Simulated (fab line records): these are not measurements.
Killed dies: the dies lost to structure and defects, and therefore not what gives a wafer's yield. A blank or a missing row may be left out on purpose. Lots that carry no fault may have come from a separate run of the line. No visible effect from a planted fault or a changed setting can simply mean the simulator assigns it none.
Which tool did it? / flow ritCmos / 42 wafers from 14 lots sampled at 6 of the route's 202 steps

== WHAT EACH GAUGE READ, for each wafer ==
RIT_ACTIVE_BOW_MEAS_00.
lot=L287; measured=day 1 10:02; on=filmMetro-03; INCOMING_BOW (um)=-4 1 1
lot=L289; measured=day 1 20:01; on=filmMetro-02; INCOMING_BOW (um)=-7 0 -8
lot=L291; measured=day 2 06:00; on=filmMetro-02; INCOMING_BOW (um)=6 14 4
lot=L292; measured=day 2 11:00; on=filmMetro-01; INCOMING_BOW (um)=-3 6 -8
lot=L293; measured=day 2 16:04; on=filmMetro-01; INCOMING_BOW (um)=4 11 6
lot=L294; measured=day 2 21:02; on=filmMetro-01; INCOMING_BOW (um)=8 -7 4
lot=L295; measured=day 3 02:00; on=filmMetro-01; INCOMING_BOW (um)=-1 -4 13
lot=L297; measured=day 3 12:00; on=filmMetro-02; INCOMING_BOW (um)=-4 -4 9
lot=L298; measured=day 3 17:00; on=filmMetro-02; INCOMING_BOW (um)=-2 -2 -9
lot=L302; measured=day 4 13:00; on=filmMetro-02; INCOMING_BOW (um)=7 0 3
lot=L303; measured=day 4 18:02; on=filmMetro-02; INCOMING_BOW (um)=-5 -9 -3
lot=L304; measured=day 4 23:02; on=filmMetro-01; INCOMING_BOW (um)=-4 0 4
lot=L306; measured=day 5 09:02; on=filmMetro-02; INCOMING_BOW (um)=-4 -9 -8
lot=L307; measured=day 5 14:00; on=filmMetro-02; INCOMING_BOW (um)=1 8 -3

RIT_ACTIVE_THK_MEAS_04.
lot=L287; measured=day 1 13:33; on=filmMetro-01; ACTIVE_NITRIDE_THK (nm)=151.3 151.2 150.3
lot=L289; measured=day 1 23:32; on=filmMetro-01; ACTIVE_NITRIDE_THK (nm)=152.4 151.7 152.1
lot=L291; measured=day 2 09:32; on=filmMetro-03; ACTIVE_NITRIDE_THK (nm)=151.3 150.2 150.9
lot=L292; measured=day 2 14:32; on=filmMetro-01; ACTIVE_NITRIDE_THK (nm)=151.8 150.4 152.1
lot=L293; measured=day 2 19:34; on=filmMetro-02; ACTIVE_NITRIDE_THK (nm)=151.7 152.5 149.8
lot=L294; measured=day 3 00:33; on=filmMetro-01; ACTIVE_NITRIDE_THK (nm)=150.9 149.8 151.4
lot=L295; measured=day 3 05:32; on=filmMetro-01; ACTIVE_NITRIDE_THK (nm)=148.2 149.5 149.8
lot=L297; measured=day 3 15:40; on=filmMetro-02; ACTIVE_NITRIDE_THK (nm)=151.5 149.9 150.1
lot=L298; measured=day 3 22:59; on=filmMetro-03; ACTIVE_NITRIDE_THK (nm)=152.2 153.5 152.3
lot=L302; measured=day 4 16:32; on=filmMetro-01; ACTIVE_NITRIDE_THK (nm)=151.7 151.3 151.7
lot=L303; measured=day 4 21:33; on=filmMetro-01; ACTIVE_NITRIDE_THK (nm)=149.3 148.7 149.1
lot=L304; measured=day 5 03:24; on=filmMetro-01; ACTIVE_NITRIDE_THK (nm)=151.8 151.9 150.5
lot=L306; measured=day 5 14:30; on=filmMetro-02; ACTIVE_NITRIDE_THK (nm)=150.6 151.5 150.5
lot=L307; measured=day 5 17:32; on=filmMetro-03; ACTIVE_NITRIDE_THK (nm)=151.3 152.0 151.0

RIT_GATE_THK_MEAS_09.
lot=L287; measured=day 2 11:31; on=filmMetro-04; GATE_POLY_THK (nm)=248.3 247.4 247.1
lot=L289; measured=day 2 21:16; on=filmMetro-04; GATE_POLY_THK (nm)=256.1 256.3 255.9
lot=L291; measured=day 3 10:55; on=filmMetro-02; GATE_POLY_THK (nm)=246.8 247.6 250.1
lot=L292; measured=day 3 16:55; on=filmMetro-04; GATE_POLY_THK (nm)=254.6 258.2 254.6
lot=L293; measured=day 3 23:49; on=filmMetro-02; GATE_POLY_THK (nm)=247.6 245.4 244.3
lot=L294; measured=day 4 02:41; on=filmMetro-01; GATE_POLY_THK (nm)=249.0 248.0 250.0
lot=L295; measured=day 4 13:14; on=filmMetro-04; GATE_POLY_THK (nm)=250.7 252.5 251.2
lot=L297; measured=day 4 17:25; on=filmMetro-04; GATE_POLY_THK (nm)=254.7 253.8 257.6
lot=L298; measured=day 5 00:56; on=filmMetro-01; GATE_POLY_THK (nm)=247.0 246.3 249.5
lot=L302; measured=day 5 15:41; on=filmMetro-02; GATE_POLY_THK (nm)=222.8 223.6 220.9
lot=L303; measured=day 5 19:16; on=filmMetro-04; GATE_POLY_THK (nm)=251.7 252.4 252.7
lot=L304; measured=day 6 02:02; on=filmMetro-01; GATE_POLY_THK (nm)=222.5 224.9 223.4
lot=L306; measured=day 6 12:51; on=filmMetro-04; GATE_POLY_THK (nm)=249.8 251.5 250.5
lot=L307; measured=day 6 15:29; on=filmMetro-02; GATE_POLY_THK (nm)=249.4 250.4 249.9

RIT_M1_BOW_MEAS_16.
lot=L287; measured=day 3 12:16; on=filmMetro-03; M1_BOW (um)=12 17 16
lot=L289; measured=day 3 18:30; on=filmMetro-02; M1_BOW (um)=8 16 9
lot=L291; measured=day 4 09:20; on=filmMetro-02; M1_BOW (um)=23 31 22
lot=L292; measured=day 4 16:36; on=filmMetro-02; M1_BOW (um)=12 19 7
lot=L293; measured=day 4 23:37; on=filmMetro-03; M1_BOW (um)=20 26 22
lot=L294; measured=day 5 01:06; on=filmMetro-03; M1_BOW (um)=24 9 20
lot=L295; measured=day 5 11:48; on=filmMetro-03; M1_BOW (um)=14 10 27
lot=L297; measured=day 5 17:23; on=filmMetro-02; M1_BOW (um)=11 12 24
lot=L298; measured=day 5 22:14; on=filmMetro-02; M1_BOW (um)=14 13 8
lot=L302; measured=day 6 12:49; on=filmMetro-02; M1_BOW (um)=26 19 21
lot=L303; measured=day 6 15:59; on=filmMetro-01; M1_BOW (um)=11 10 14
lot=L304; measured=day 7 00:53; on=filmMetro-02; M1_BOW (um)=13 15 20
lot=L306; measured=day 7 10:41; on=filmMetro-01; M1_BOW (um)=15 9 9
lot=L307; measured=day 7 12:27; on=filmMetro-03; M1_BOW (um)=19 26 15

== WHICH TOOL RAN EACH LOT (tool, then ch and the chambers of the sampled wafers, then the start) ==
lot=L287; RIT_GATE_CVD_08=lpcvd-01 ch 0, day 2 09:52; RIT_GATE_ETCH_19=rieSi-01 ch 1,2, day 2 12:50
lot=L289; RIT_GATE_CVD_08=lpcvd-01 ch 0, day 2 19:38; RIT_GATE_ETCH_19=rieSi-01 ch 0,1,3, day 2 22:37
lot=L291; RIT_GATE_CVD_08=lpcvd-02 ch 1, day 3 09:18; RIT_GATE_ETCH_19=rieSi-01 ch 0,1,2, day 3 12:08
lot=L292; RIT_GATE_CVD_08=lpcvd-02 ch 0, day 3 14:29; RIT_GATE_ETCH_19=rieSi-02 ch 1,3, day 3 18:16
lot=L293; RIT_GATE_CVD_08=lpcvd-01 ch 0, day 3 22:10; RIT_GATE_ETCH_19=rieSi-01 ch 1,2, day 4 01:29
lot=L294; RIT_GATE_CVD_08=lpcvd-01 ch 1, day 4 01:03; RIT_GATE_ETCH_19=rieSi-02 ch 0,2,3, day 4 04:00
lot=L295; RIT_GATE_CVD_08=lpcvd-01 ch 0, day 4 11:37; RIT_GATE_ETCH_19=rieSi-01 ch 1,2,3, day 4 14:35
lot=L297; RIT_GATE_CVD_08=lpcvd-02 ch 0, day 4 15:48; RIT_GATE_ETCH_19=rieSi-01 ch 1,3, day 4 18:57
lot=L298; RIT_GATE_CVD_08=lpcvd-01 ch 0, day 4 23:19; RIT_GATE_ETCH_19=rieSi-02 ch 0,1,3, day 5 02:16
lot=L302; RIT_GATE_CVD_08=lpcvd-01 ch 0, day 5 14:04; RIT_GATE_ETCH_19=rieSi-02 ch 0,1,3, day 5 17:01
lot=L303; RIT_GATE_CVD_08=lpcvd-02 ch 1, day 5 17:38; RIT_GATE_ETCH_19=rieSi-01 ch 1,3, day 5 20:28
lot=L304; RIT_GATE_CVD_08=lpcvd-01 ch 0, day 6 00:23; RIT_GATE_ETCH_19=rieSi-02 ch 0,1,3, day 6 03:17
lot=L306; RIT_GATE_CVD_08=lpcvd-02 ch 0, day 6 11:13; RIT_GATE_ETCH_19=rieSi-02 ch 1,2, day 6 14:03
lot=L307; RIT_GATE_CVD_08=lpcvd-02 ch 0, day 6 13:52; RIT_GATE_ETCH_19=rieSi-01 ch 0,1, day 6 16:52
- RIT_GATE_CVD_08: deposits poly-Si from SiH4, target thk 250 nm, time 2220 s.
- RIT_GATE_ETCH_19: etches poly-Si in SF6/CHF3/O2, stops on SiO2, time 165 s, target depth 312.5 nm.

== AS READ BY THE TOOLS THEMSELVES (means over the sampled wafers that have a number; for cases with no such wafer, the mark the record gives instead) ==
RIT_GATE_CVD_08.
lot=L287; tool=lpcvd-01; pressureMtorr (mTorr)=300.2
lot=L289; tool=lpcvd-01; pressureMtorr (mTorr)=299.2
lot=L291; tool=lpcvd-02; pressureMtorr (mTorr)=299.0
lot=L292; tool=lpcvd-02; pressureMtorr (mTorr)=299.3
lot=L293; tool=lpcvd-01; pressureMtorr (mTorr)=299.8
lot=L294; tool=lpcvd-01; pressureMtorr (mTorr)=299.9
lot=L295; tool=lpcvd-01; pressureMtorr (mTorr)=300.0
lot=L297; tool=lpcvd-02; pressureMtorr (mTorr)=300.7
lot=L298; tool=lpcvd-01; pressureMtorr (mTorr)=299.2
lot=L302; tool=lpcvd-01; pressureMtorr (mTorr)=240.4
lot=L303; tool=lpcvd-02; pressureMtorr (mTorr)=300.5
lot=L304; tool=lpcvd-01; pressureMtorr (mTorr)=239.6
lot=L306; tool=lpcvd-02; pressureMtorr (mTorr)=299.9
lot=L307; tool=lpcvd-02; pressureMtorr (mTorr)=300.9

RIT_GATE_ETCH_19.
lot=L287; tool=rieSi-01; CHF3_flow_sccm (sccm)=29.89; O2_flow_sccm (sccm)=4.994; drypumpMotorCurrentA (A)=5.3; oesProductAu (a.u.)=0.853; throttleValvePct (%)=10.19
lot=L289; tool=rieSi-01; CHF3_flow_sccm (sccm)=30.01; O2_flow_sccm (sccm)=5.003; drypumpMotorCurrentA (A)=5.5; oesProductAu (a.u.)=0.869; throttleValvePct (%)=10.15
lot=L291; tool=rieSi-01; CHF3_flow_sccm (sccm)=29.95; O2_flow_sccm (sccm)=5.006; drypumpMotorCurrentA (A)=5.7; oesProductAu (a.u.)=0.858; throttleValvePct (%)=10.27
lot=L292; tool=rieSi-02; CHF3_flow_sccm (sccm)=30.07; O2_flow_sccm (sccm)=4.991; drypumpMotorCurrentA (A)=5.9; oesProductAu (a.u.)=0.871; throttleValvePct (%)=10.31
lot=L293; tool=rieSi-01; CHF3_flow_sccm (sccm)=30.01; O2_flow_sccm (sccm)=4.998; drypumpMotorCurrentA (A)=5.3; oesProductAu (a.u.)=0.848; throttleValvePct (%)=10.18
lot=L294; tool=rieSi-02; CHF3_flow_sccm (sccm)=30.00; O2_flow_sccm (sccm)=5.004; drypumpMotorCurrentA (A)=5.4; oesProductAu (a.u.)=0.842; throttleValvePct (%)=10.27
lot=L295; tool=rieSi-01; CHF3_flow_sccm (sccm)=30.01; O2_flow_sccm (sccm)=5.012; drypumpMotorCurrentA (A)=5.7; oesProductAu (a.u.)=0.861; throttleValvePct (%)=10.11
lot=L297; tool=rieSi-01; CHF3_flow_sccm (sccm)=30.04; O2_flow_sccm (sccm)=5.018; drypumpMotorCurrentA (A)=5.1; oesProductAu (a.u.)=0.868; throttleValvePct (%)=10.07
lot=L298; tool=rieSi-02; CHF3_flow_sccm (sccm)=29.88; O2_flow_sccm (sccm)=4.995; drypumpMotorCurrentA (A)=5.8; oesProductAu (a.u.)=0.847; throttleValvePct (%)=10.31
lot=L302; tool=rieSi-02; CHF3_flow_sccm (sccm)=29.99; O2_flow_sccm (sccm)=4.994; drypumpMotorCurrentA (A)=5.8; oesProductAu (a.u.)=0.787; throttleValvePct (%)=10.31
lot=L303; tool=rieSi-01; CHF3_flow_sccm (sccm)=29.93; O2_flow_sccm (sccm)=4.999; drypumpMotorCurrentA (A)=5.2; oesProductAu (a.u.)=0.854; throttleValvePct (%)=10.08
lot=L304; tool=rieSi-02; CHF3_flow_sccm (sccm)=29.94; O2_flow_sccm (sccm)=5.007; drypumpMotorCurrentA (A)=5.8; oesProductAu (a.u.)=0.785; throttleValvePct (%)=10.31
lot=L306; tool=rieSi-02; CHF3_flow_sccm (sccm)=30.04; O2_flow_sccm (sccm)=5.006; drypumpMotorCurrentA (A)=5.6; oesProductAu (a.u.)=0.862; throttleValvePct (%)=10.25
lot=L307; tool=rieSi-01; CHF3_flow_sccm (sccm)=30.03; O2_flow_sccm (sccm)=5.010; drypumpMotorCurrentA (A)=5.7; oesProductAu (a.u.)=0.853; throttleValvePct (%)=10.31

== THE ANSWER, worked out from the rows above alone ==
Rule: usual is defined by the lots themselves. Put in order of their means at a reading, lots are off if they are a third of the lots or fewer, leave a main group of 4 or more, and stand apart from it by a gap of 3 or more times the standard deviation of the main group's means; of several such gaps the widest counts. Not used: any main group whose means are identical at the precision the tables above print for the reading. Also off: a lot with no number at a reading for which 4 or more lots have one. All remaining lots with rows at the step are treated as sound. After the gauges, taken in route order, come the tools' own readings; for these a lot's mean is taken, as printed above. The first step at which some lot is off is used, and at that step the reading that is off furthest; a lot without a number counts as furthest.
Off: L302, L304, seen at RIT_GATE_THK_MEAS_09 (GATE_POLY_THK). For the main group the mean is 250.8 nm and the standard deviation 3.3.
A tool fits if, at a process step before that reading, it ran every lot that is off, and no sound lot after the first of them. The gauges at RIT_GATE_THK_MEAS_09 aren't tried: what is off there is off at RIT_GATE_CVD_08 too, on other tools, and a gauge's error can't cause that. One candidate fits, namely lpcvd-01 at RIT_GATE_CVD_08. A fault onset in the window from L298 (day 4 23:19, its last sound lot) to L302 (day 5 14:04, its first lot off) fits.
The tool's own readings at RIT_GATE_CVD_08 bear it out: on the lots that are off they differ by more than 5 times the standard deviation of the sound lots' means. pressureMtorr reads 240.0 mTorr there against 299.9 mTorr on the sound lots.

== WHAT THE SIMULATOR PUT IN ==
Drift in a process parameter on lpcvd-01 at RIT_GATE_CVD_08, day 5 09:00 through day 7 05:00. A move of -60 in setting pressureMtorr, from 300. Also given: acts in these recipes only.
Struck lots among those shown: L302, L304. This agrees with what the rule above found.
